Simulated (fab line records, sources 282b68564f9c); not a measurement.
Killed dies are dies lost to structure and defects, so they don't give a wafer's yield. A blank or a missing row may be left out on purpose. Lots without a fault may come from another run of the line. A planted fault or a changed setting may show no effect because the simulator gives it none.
Tool commonality check | flow rit_cmos | 16 lots, 48 wafers sampled

WHY IT WAS OPENED
At RIT_NLDD_OVL_MEAS_06 the reading NLDD_OVL is flagged on 4 of 16 lots. Wafers without a fault read 0.1 nm, standard deviation 1.5.
Rule: a lot is flagged when every wafer of it that has a number lies more than 4 standard deviations from that mean, or none has a number. The other lots count as sound.

lot  | measured    | on         | NLDD_OVL (nm), wafer by wafer | flag
L472 | day 2 22:58 | overlay-02 | 0.0 -0.5 1.8                  |
L473 | day 3 00:34 | overlay-02 | -1.0 -0.6 -0.1                |
L474 | day 3 06:31 | overlay-02 | -0.1 0.9 0.0                  |
L475 | day 3 10:40 | overlay-01 | -2.2 -2.4 -1.1                |
L476 | day 3 14:16 | overlay-01 | 1.2 -1.0 0.8                  |
L478 | day 3 23:32 | overlay-02 | -299.0 -297.5 -298.9          | FLAGGED
L480 | day 4 12:33 | overlay-01 | -0.4 -0.4 -1.3                |
L481 | day 4 15:29 | overlay-02 | -0.6 -2.8 -2.5                |
L482 | day 4 19:04 | overlay-02 | -301.2 -301.2 -301.4          | FLAGGED
L483 | day 5 02:07 | overlay-01 | -298.5 -299.3 -299.7          | FLAGGED
L484 | day 5 05:14 | overlay-01 | -299.1 -298.9 -298.1          | FLAGGED
L489 | day 6 10:46 | overlay-01 | -0.3 0.2 0.2                  |
L490 | day 6 21:07 | overlay-02 | 2.2 1.8 4.5                   |
L492 | day 7 05:28 | overlay-02 | -1.6 -1.2 -1.7                |
L493 | day 7 10:43 | overlay-01 | -2.1 0.1 0.0                  |
L495 | day 7 23:08 | overlay-01 | -0.7 -0.6 0.0                 |
The numbers of the flagged lots are -299.4 nm on average: -299.5 nm against the usual, or -99 or more standard deviations.

WHICH TOOL RAN EACH LOT
The record holds 1 process step before the reading, out of a route of 202 steps. In each cell: the tool, then ch and the chambers that the sampled wafers went through, then the start.
lot  | flag    | RIT_NLDD_EXPOSE_03
L472 |         | iline_stepper-01 ch 0, day 2 22:35
L473 |         | iline_stepper-01 ch 0, day 3 00:10
L474 |         | iline_stepper-01 ch 0, day 3 06:07
L475 |         | iline_stepper-01 ch 0, day 3 10:17
L476 |         | iline_stepper-01 ch 0, day 3 13:52
L478 | FLAGGED | iline_stepper-01 ch 0, day 3 23:08
L480 |         | iline_stepper-02 ch 0, day 4 12:09
L481 |         | iline_stepper-02 ch 0, day 4 15:05
L482 | FLAGGED | iline_stepper-01 ch 0, day 4 18:40
L483 | FLAGGED | iline_stepper-01 ch 0, day 5 01:43
L484 | FLAGGED | iline_stepper-01 ch 0, day 5 04:50
L489 |         | iline_stepper-02 ch 0, day 6 10:22
L490 |         | iline_stepper-02 ch 0, day 6 20:43
L492 |         | iline_stepper-02 ch 0, day 7 05:04
L493 |         | iline_stepper-02 ch 0, day 7 10:21
L495 |         | iline_stepper-02 ch 0, day 7 22:44
What these steps do:
- RIT_NLDD_EXPOSE_03: exposes mask M7, target cd 40700 nm.
- RIT_NLDD_OVL_MEAS_06

FLAGGED OVER TOTAL, TOOL BY TOOL (the gauges that took the reading come last)
step                 | tool             | lots run | flagged | share of the flagged lots | sound lots run after its first flagged lot
RIT_NLDD_EXPOSE_03   | iline_stepper-01 | 9        | 4       | all                       | 0
RIT_NLDD_EXPOSE_03   | iline_stepper-02 | 7        | 0       | none                      | -
RIT_NLDD_OVL_MEAS_06 | overlay-01       | 8        | 2       | some                      | 3 (L489,L493,L495)
RIT_NLDD_OVL_MEAS_06 | overlay-02       | 8        | 2       | some                      | 3 (L481,L490,L492)

WHAT THE TABLE ALLOWS
1 row of the table ran every flagged lot: iline_stepper-01 at RIT_NLDD_EXPOSE_03.
- iline_stepper-01 at RIT_NLDD_EXPOSE_03: 4 of its 9 lots flagged. Its last sound lot is L476 (day 3 13:52), its first flagged lot L478 (day 3 23:08): a fault that began between those two fits.
One tool is left: iline_stepper-01 at RIT_NLDD_EXPOSE_03.

WHAT THE SIMULATOR HAD PUT IN
Scanner matching overlay: iline_stepper-01, from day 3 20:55 on, at RIT_NLDD_EXPOSE_03. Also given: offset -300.
Lots struck among those shown: L478, L482, L483, L484. The rule above found the same.
